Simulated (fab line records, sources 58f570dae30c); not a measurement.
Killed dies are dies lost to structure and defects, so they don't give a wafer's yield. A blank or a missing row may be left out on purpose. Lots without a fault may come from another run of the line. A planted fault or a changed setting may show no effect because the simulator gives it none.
fab line records | flow berkeley_cmos170
record lots=14 wafers=42 last_day=13
route steps=331 shown PFIELD@86 M1@238
lots that met no fault: from a run of the same line without faults
start_h: hours from the record's first day to the start of the lot's first wafer shown | wait_h: hours since the lot's step before | " the same as in the row above | L1.1+2: a row that stands for several wafers | - no value, or no start given | * or withheld: withheld | < > ~ a bound
route shown NAME@n: a module of which the file shows steps, and the number in the route of the first | usual: mean/standard deviation of fault-free wafers | same: alike in all rows | chamber/n: place in a boat | sites: the reading at each site | _std_site: their standard deviation | _edge_site: outer sites' mean less inner sites' | radius_mm: how far each site lies from the wafer's centre | mask NAME#n: copy n | behind: the tool/chamber that last shaped the wafer | hold: why the lot was held/for how many hours/how that ended | device: the transistor (n, p or np) that didn't switch | end of line: the same wafers' tests at the end of the route | a step without rows: its recipe alone | killed: dies lost to structure and defects at the first sort, not the wafer's yield | map: a wafer's dies, x killed, . not, _ none there
set.NAME: the setting as run; set.NAME@STEP: as run at that earlier step | model.NAME: the simulator's own value behind a step, which no gauge read
steps of the route over a sample of lots; a table a step, a row a wafer
services: from which hour (start_h, from the record's first day; less than 0 if before it) a tool's chamber was out of use, for how many hours, and why
## steps
# step UCB170_PFIELD_IMPLANT_07
# recipe species=B dose_cm2=2e+13 energy_kev=80.63 tilt_deg=7
# usual dose_ions_cm2=1.9999e+13/2.4e+10
# columns lot.wafer tool chamber start_h wait_h dose_ions_cm2
L225.3 implanter-01 0 112.33 0.1 2.0012e+13
L225.5 " 0 " " 2.0013e+13
L225.6 " 0 " " 1.9982e+13
L231.2 implanter-01 0 132.35 0.0 1.9992e+13
L231.3 " 0 " " 2.0006e+13
L231.5 " 0 " " 2.0019e+13
L228.2 implanter-02 0 132.63 0.0 1.9997e+13
L228.3 " 0 " " 2.0001e+13
L228.5 " 0 " " 2.0048e+13
L227.1 implanter-01 0 132.64 0.0 1.9942e+13
L227.3 " 0 " " 1.9989e+13
L227.6 " 0 " " 1.997e+13
L232.3 implanter-04 0 132.65 0.1 2.0002e+13
L232.5 " 0 " " 1.9993e+13
L232.6 " 0 " " 1.9996e+13
L229.2 implanter-02 0 132.90 0.0 1.9987e+13
L229.3 " 0 " " 1.997e+13
L229.4 " 0 " " 1.9999e+13
L238.1 implanter-02 0 162.80 0.0 1.8818e+13
L238.2 " 0 " " 1.8818e+13
L238.3 " 0 " " 1.8801e+13
L239.3 implanter-04 0 163.07 0.1 1.9977e+13
L239.4 " 0 " " 1.9953e+13
L239.6 " 0 " " 1.995e+13
L240.2 implanter-02 0 179.02 0.0 1.8833e+13
L240.3 " 0 " " 1.8831e+13
L240.4 " 0 " " 1.8825e+13
L242.3 implanter-04 0 188.01 0.1 1.9983e+13
L242.5 " 0 " " 1.9959e+13
L242.6 " 0 " " 1.9972e+13
L243.1 implanter-01 0 188.10 0.0 1.9991e+13
L243.4 " 0 " " 1.9998e+13
L243.5 " 0 " " 1.9983e+13
L241.1 implanter-04 0 188.68 0.0 1.999e+13
L241.5 " 0 " " 1.9988e+13
L241.6 " 0 " " 2.0001e+13
L245.2 implanter-04 0 200.94 0.0 2.0015e+13
L245.3 " 0 " " 2.0018e+13
L245.5 " 0 " " 2.0011e+13
L246.2 implanter-01 0 210.84 0.0 1.999e+13
L246.3 " 0 " " 1.9992e+13
L246.4 " 0 " " 1.9997e+13
# step UCB170_PFIELD_STRIP_08
# recipe chemistry=O2 power_w=400 pressure_mtorr=3500 platen_temp_c=withheld o2_flow_sccm=400 overash_fraction=0.5
# usual drypump_motor_current_A=6.0/0.49 oes_product_au=0.734/0.0048 strip_time_to_endpoint_s=21.62/0.055
# same overash_fraction=0.5
# columns lot.wafer tool chamber start_h wait_h drypump_motor_current_A oes_product_au rf_hours_counter_h strip_time_to_endpoint_s
L225.3 plasma_asher-04 0 112.48 0.1 6.6 0.740 - 21.57
L225.5 " 0 " " 6.7 0.732 - 21.65
L225.6 " 1 " " 6.1 0.728 - 21.59
L231.2 plasma_asher-01 1 132.48 0.1 5.4 0.738 2 21.70
L231.3 " 0 " " 6.4 0.735 - 21.70
L231.5 " 1 " " 5.4 0.736 - 21.63
L228.2 plasma_asher-03 0 132.75 0.1 5.6 0.731 36 21.60
L228.3 " 1 " " 5.3 0.737 - 21.60
L228.5 " 0 " " 5.6 0.730 - 21.61
L232.3 plasma_asher-01 1 132.78 0.1 5.4 0.732 - 21.57
L232.5 " 1 " " 5.4 0.728 - 21.69
L232.6 " 0 " " 6.4 0.735 - 21.58
L227.1 plasma_asher-03 0 132.85 0.2 5.6 0.732 37 21.59
L227.3 " 0 " " 5.6 0.729 - 21.64
L227.6 " 0 " " 5.6 0.739 - 21.61
L229.2 plasma_asher-01 0 133.03 0.1 6.4 0.736 2 21.71
L229.3 " 1 " " 5.4 0.738 - 21.66
L229.4 " 0 " " 6.4 0.740 - 21.64
L238.1 plasma_asher-03 1 162.95 0.1 5.3 0.731 40 21.67
L238.2 " 0 " " 5.6 0.730 40 21.70
L238.3 " 0 " " 5.6 0.731 - 21.63
L239.3 plasma_asher-04 1 163.20 0.1 6.1 0.733 - 21.69
L239.4 " 0 " " 6.6 0.738 - 21.65
L239.6 " 1 " " 6.1 0.725 - 21.65
L240.2 plasma_asher-01 0 179.15 0.1 6.4 0.743 7 21.60
L240.3 " 0 " " 6.4 0.737 - 21.59
L240.4 " 1 " " 5.4 0.740 - 21.64
L242.3 plasma_asher-04 0 188.14 0.1 6.6 0.733 - 21.68
L242.5 " 0 " " 6.6 0.723 - 21.63
L242.6 " 1 " " 6.1 0.743 - 21.65
L243.1 plasma_asher-01 1 188.25 0.1 5.4 0.745 8 21.66
L243.4 " 0 " " 6.4 0.733 - 21.65
L243.5 " 1 " " 5.4 0.730 - 21.72
L241.1 plasma_asher-03 1 188.83 0.1 5.3 0.733 43 21.70
L241.5 " 0 " " 5.6 0.738 - 21.73
L241.6 " 1 " " 5.3 0.730 - 21.61
L245.2 plasma_asher-04 1 201.06 0.1 6.1 0.735 43 21.74
L245.3 " 1 " " 6.1 0.723 - 21.69
L245.5 " 0 " " 6.6 0.731 - 21.68
L246.2 plasma_asher-04 0 210.96 0.1 6.6 0.735 44 21.50
L246.3 " 1 " " 6.1 0.731 - 21.53
L246.4 " 0 " " 6.6 0.731 - 21.55
# step UCB170_PFIELD_TW_MEAS_09
# usual PFIELD_TW=603.3/2.5
# columns lot.wafer tool chamber start_h wait_h hold PFIELD_TW
L225.3 film_metro-03 - 112.56 0.1 - 604.0
L225.5 " - " " - 603.0
L225.6 " - " " - 602.2
L231.2 film_metro-01 - 132.59 0.1 - 602.5
L231.3 " - " " - 603.0
L231.5 " - " " - 604.8
L228.2 film_metro-04 - 132.86 0.1 - 606.1
L228.3 " - " " - 601.4
L228.5 " - " " - 606.9
L232.3 film_metro-03 - 132.87 0.1 - 601.1
L232.5 " - " " - 602.1
L232.6 " - " " - 602.2
L227.1 film_metro-01 - 132.95 0.1 - 601.5
L227.3 " - " " - 602.1
L227.6 " - " " - 603.6
L229.2 film_metro-04 - 133.14 0.1 - 606.1
L229.3 " - " " - 603.8
L229.4 " - " " - 603.9
L238.1 film_metro-04 - 163.05 0.1 await_dispo/0.2h/release 592.2
L238.2 " - " " await_dispo/0.2h/release 589.8
L238.3 " - " " await_dispo/0.2h/release 588.5
L238.1 film_metro-04 - 163.33 0.3 - 590.9
L238.2 " - " " - 590.5
L238.3 " - " " - 593.8
L239.3 film_metro-04 - 163.29 0.1 - 605.7
L239.4 " - " " - 604.2
L239.6 " - " " - 603.4
L240.2 film_metro-04 - 179.26 0.1 await_dispo/0.2h/release 589.2
L240.3 " - " " await_dispo/0.2h/release 587.3
L240.4 " - " " await_dispo/0.2h/release 585.5
L240.2 film_metro-04 - 179.49 0.2 - 588.5
L240.3 " - " " - 587.5
L240.4 " - " " - 587.4
L242.3 film_metro-01 - 188.23 0.1 - 601.9
L242.5 " - " " - 607.3
L242.6 " - " " - 600.8
L243.1 film_metro-04 - 188.35 0.1 - 598.0
L243.4 " - " " - 600.9
L243.5 " - " " - 603.2
L241.1 film_metro-03 - 188.93 0.1 - 607.0
L241.5 " - " " - 604.3
L241.6 " - " " - 603.2
L245.2 film_metro-01 - 201.17 0.1 - 604.5
L245.3 " - " " - 604.9
L245.5 " - " " - 603.5
L246.2 film_metro-04 - 211.07 0.1 - 606.8
L246.3 " - " " - 605.7
L246.4 " - " " - 606.4
# step UCB170_M1_SPUTTER_00
# recipe material=Al target_thk_nm=600 time_s=80 power_w=6000 chamber_pressure_pa=0.5
# usual throttle_valve_pct=29.7/0.71
# same time_s=80
# columns lot.wafer tool chamber start_h wait_h throttle_valve_pct
L225.3 pvd_sputter-01 - 190.68 0.0 28.3
L225.5 " - " " 29.1
L225.6 " - " " 30.3
L229.2 pvd_sputter-03 - 209.38 0.0 29.1
L229.3 " - " " 30.8
L229.4 " - " " 28.8
L228.2 pvd_sputter-04 - 212.02 0.0 30.0
L228.3 " - " " 30.0
L228.5 " - " " 29.9
L232.3 pvd_sputter-03 - 212.48 0.0 30.3
L232.5 " - " " 30.4
L232.6 " - " " 28.8
L231.2 pvd_sputter-04 - 212.72 0.0 29.6
L231.3 " - " " 30.1
L231.5 " - " " 29.9
L227.1 pvd_sputter-03 - 212.83 0.0 28.6
L227.3 " - " " 29.1
L227.6 " - " " 30.8
L238.1 pvd_sputter-01 - 247.04 0.0 30.6
L238.2 " - " " 30.0
L238.3 " - " " 29.2
L239.3 pvd_sputter-03 - 247.40 0.0 28.8
L239.4 " - " " 29.2
L239.6 " - " " 30.6
L240.2 pvd_sputter-01 - 251.69 0.0 30.5
L240.3 " - " " 30.4
L240.4 " - " " 28.2
L241.1 pvd_sputter-03 - 262.05 0.0 29.2
L241.5 " - " " 29.0
L241.6 " - " " 30.3
L242.3 pvd_sputter-04 - 262.82 0.0 30.1
L242.5 " - " " 29.5
L242.6 " - " " 30.0
L243.1 pvd_sputter-01 - 265.60 0.0 29.8
L243.4 " - " " 29.0
L243.5 " - " " 30.4
L245.2 pvd_sputter-04 - 274.35 0.0 29.9
L245.3 " - " " 29.9
L245.5 " - " " 30.1
L246.2 pvd_sputter-03 - 288.16 0.0 29.2
L246.3 " - " " 30.5
L246.4 " - " " 30.4
# step UCB170_M1_RS_MEAS_01
# recipe thk_meas_gauge=four-point-probe reads=Al_of_M1_SPUTTER_00
# usual M1_AL_RS=0.0486/0.00043
# columns lot.wafer tool chamber start_h wait_h M1_AL_RS[ohm/sq]
L225.3 film_metro-01 - 190.78 0.1 0.0493
L225.5 " - " " 0.0486
L225.6 " - " " 0.0491
L229.2 film_metro-03 - 209.46 0.1 0.0486
L229.3 " - " " 0.0490
L229.4 " - " " 0.0496
L228.2 film_metro-03 - 212.10 0.1 0.0493
L228.3 " - " " 0.0483
L228.5 " - " " 0.0489
L232.3 film_metro-01 - 212.58 0.1 0.0479
L232.5 " - " " 0.0481
L232.6 " - " " 0.0486
L231.2 film_metro-03 - 212.80 0.1 0.0483
L231.3 " - " " 0.0478
L231.5 " - " " 0.0486
L227.1 film_metro-01 - 212.89 0.0 0.0487
L227.3 " - " " 0.0480
L227.6 " - " " 0.0484
L238.1 film_metro-03 - 247.10 0.0 0.0489
L238.2 " - " " 0.0493
L238.3 " - " " 0.0481
L239.3 film_metro-01 - 247.50 0.1 0.0487
L239.4 " - " " 0.0482
L239.6 " - " " 0.0486
L240.2 film_metro-02 - 251.78 0.1 0.0488
L240.3 " - " " 0.0485
L240.4 " - " " 0.0490
L241.1 film_metro-01 - 262.11 0.0 0.0481
L241.5 " - " " 0.0482
L241.6 " - " " 0.0479
L242.3 film_metro-03 - 262.92 0.1 0.0489
L242.5 " - " " 0.0491
L242.6 " - " " 0.0494
L243.1 film_metro-03 - 265.66 0.0 0.0487
L243.4 " - " " 0.0484
L243.5 " - " " 0.0490
L245.2 film_metro-02 - 274.43 0.1 0.0495
L245.3 " - " " 0.0490
L245.5 " - " " 0.0491
L246.2 film_metro-02 - 288.24 0.1 0.0485
L246.3 " - " " 0.0492
L246.4 " - " " 0.0484
## services
# columns tool chamber start_h hours kind
plasma_asher-03 - 94.63 1.6 repair
plasma_asher-01 - 97.79 5.6 repair
plasma_asher-01 - 108.75 9.0 pm
plasma_asher-01 0 108.75 9.0 vent_cycle
plasma_asher-01 1 108.75 9.0 vent_cycle
plasma_asher-03 - 108.79 9.2 repair
plasma_asher-03 - 113.06 1.4 repair
plasma_asher-01 0 117.75 - clean
implanter-02 - 122.96 1.2 repair
plasma_asher-03 - 125.65 2.8 pm
plasma_asher-04 - 127.14 1.7 repair
plasma_asher-04 - 127.64 11.0 repair
pvd_sputter-04 - 142.22 3.6 repair
implanter-02 - 172.92 5.2 pm
plasma_asher-03 - 175.78 0.5 repair
implanter-01 - 178.55 2.4 repair
implanter-01 - 183.71 2.0 repair
pvd_sputter-03 - 191.57 3.1 repair
plasma_asher-04 - 192.81 0.7 repair
pvd_sputter-01 - 198.89 2.1 repair
implanter-04 - 220.77 4.1 repair
plasma_asher-03 - 245.91 23.3 pm
implanter-04 - 271.64 2.3 repair
implanter-02 - 280.44 5.4 pm
## key
first_sign step=UCB170_PFIELD_IMPLANT_07 reading=dose_ions_cm2 direction=down sigmas=50 usual=1.9999e+13 struck=1.8821e+13
effect step=UCB170_PFIELD_TW_MEAS_09 reading=visit direction=added
effect step=UCB170_PFIELD_TW_MEAS_09 reading=PFIELD_TW direction=down sigmas=5.9 usual=603.3 struck=588.7
met_at UCB170_PFIELD_IMPLANT_07
struck_lots L238,L240
sort_left_out L238.1,L238.2,L238.3
tester_left_out L238,L240
not_acting_at UCB170_PFIELD_STRIP_08,UCB170_M1_SPUTTER_00,UCB170_M1_RS_MEAS_01
onset_between 132.90 162.80
fault kind=process_parameter_drift tool=implanter-02 chamber=- onset_h=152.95 steps=UCB170_PFIELD_IMPLANT_07 channel=dose_cm2 offset=-1.2e+12 shape=step end_h=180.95 acts_in=these_recipes_only stated=2e+13
# tester_left_out: of these lots the tester's yield and bins aren't shown, on N5 and GAA mostly nor the transistor test; their killed dies are dies lost to structure and defects alone, not to doping, threshold or leakage, so they don't give the yield
# sort_left_out: the simulated sort isn't trusted on such a fault, so these wafers' sort isn't shown, and their yield isn't known
